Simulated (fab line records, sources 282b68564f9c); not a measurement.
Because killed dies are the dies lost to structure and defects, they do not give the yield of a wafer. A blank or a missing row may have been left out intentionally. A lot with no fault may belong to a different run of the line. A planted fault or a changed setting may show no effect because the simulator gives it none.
Comparing a struck lot with a sound one :: flow rit cmos :: 18 out of 202 route steps
Sound: the wafers L934.1, L934.4, L934.5. Wafers struck: L941.2, L941.4, L941.6. The cause comes at the end.
For every step that has rows: the tool of each side, followed by ch and its chambers, followed by its first start. Under that, the readings that differ: sound wafers :: struck wafers :: difference of the means :: sigmas: that difference in standard deviations of wafers without a fault.
alike: a reading whose means differ by less than 2 such deviations, as well as words and numbers matching on both sides. not compared: withheld readings; readings where some wafer has no value; bounds like >300 that might hide an equal value; numbers whose values overlap and for which the record gives no deviation.
The two part at a step that has a row with sigmas, a row that says differs or no value, or rows on one side only. Non-overlapping numbers with no deviation appear without sigmas and do not part them. A reading missing from all wafers of one side parts the sides only when that side holds two or more wafers.

first, 4 steps without rows for these wafers: RIT_NRETRO_SOFTBAKE_02 (time 60 s); RIT_NRETRO_EXPOSE_03 (exposes mask M4, target cd 43900 nm); RIT_NRETRO_PEB_04; RIT_NRETRO_DEVELOP_05 (develop time 68 s).
RIT_NRETRO_OVL_MEAS_06:
  struck on overlay-01, day 5 12:24; sound on overlay-02, day 4 03:19
reading: NRETRO_OVL (nm)
sound: 2.6 1.9 1.7
struck: -1.0 -2.3 -1.9
difference: -3.8
sigmas: -2
then, 2 steps without rows for these wafers: RIT_NRETRO_HARDBAKE_07 (time 120 s); RIT_NRETRO_IMPLANT_08.
RIT_NRETRO_STRIP_09: strips in O2, time 180 s.
  sound on plasma asher-01 ch 0,1, day 4 03:46; struck on plasma asher-02 ch 0,1, day 5 12:50
  alike: drypump motor current A, o2 flow sccm
  not compared: rf hours counter h
RIT_NRETRO_TW_MEAS_10:
  struck on film metro-01, day 5 13:01; sound on film metro-02, day 4 03:56
  alike: NRETRO_TW
then, 3 steps without rows for these wafers: RIT_PRETRO_HMDS_00 (prime time 60 s); RIT_PRETRO_COAT_01 (resist thk 1300 nm); RIT_PRETRO_SOFTBAKE_02 (time 60 s).
RIT_PRETRO_EXPOSE_03: exposes mask M5, target cd 43700 nm.
  sound on iline stepper-01 ch 0, day 4 04:35; struck on iline stepper-02 ch 0, day 5 13:32
reading: model.PRETRO.overlay x nm (nm)
sound: -0.7292 -0.7292 -0.7292
struck: -149.5 -149.5 -149.5
difference: -148.8
sigmas: 
  alike: mask
then, 2 steps without rows for these wafers: RIT_PRETRO_PEB_04; RIT_PRETRO_DEVELOP_05 (develop time 68 s).
RIT_PRETRO_OVL_MEAS_06:
  struck on overlay-01, day 5 13:58; sound on overlay-01, day 4 05:01
reading: PRETRO_OVL (nm)
sound: -0.2 -1.0 -1.4
struck: -148.7 -150.9 -151.1
difference: -149.4
sigmas: -99 or more
then, 1 step without rows for these wafers: RIT_PRETRO_HARDBAKE_07 (time 120 s).
RIT_M1_PROBE_99:
  struck on prober-02, day 6 18:53; sound on prober-01, day 5 10:58
reading: model.etest.retro edge nmos.off log10 a um
sound: -10.38 -10.07 -10.35
struck: -9.603 -9.344 -9.837
difference: +0.672
sigmas: 

reading: model.etest.retro edge pmos.off log10 a um
sound: -10.29 -10.29 -10.17
struck: -9.713 -9.662 -9.794
difference: +0.527
sigmas: 
  alike: killed at contacts, killed at front end, killed dies, killed open, killed short

WHERE THEY PART
At RIT_NRETRO_OVL_MEAS_06 first; at RIT_PRETRO_OVL_MEAS_06 last (within this record only). Later steps at which nothing parts them and some readings are alike: RIT_M1_PROBE_99.

WHY: what the simulator had put in
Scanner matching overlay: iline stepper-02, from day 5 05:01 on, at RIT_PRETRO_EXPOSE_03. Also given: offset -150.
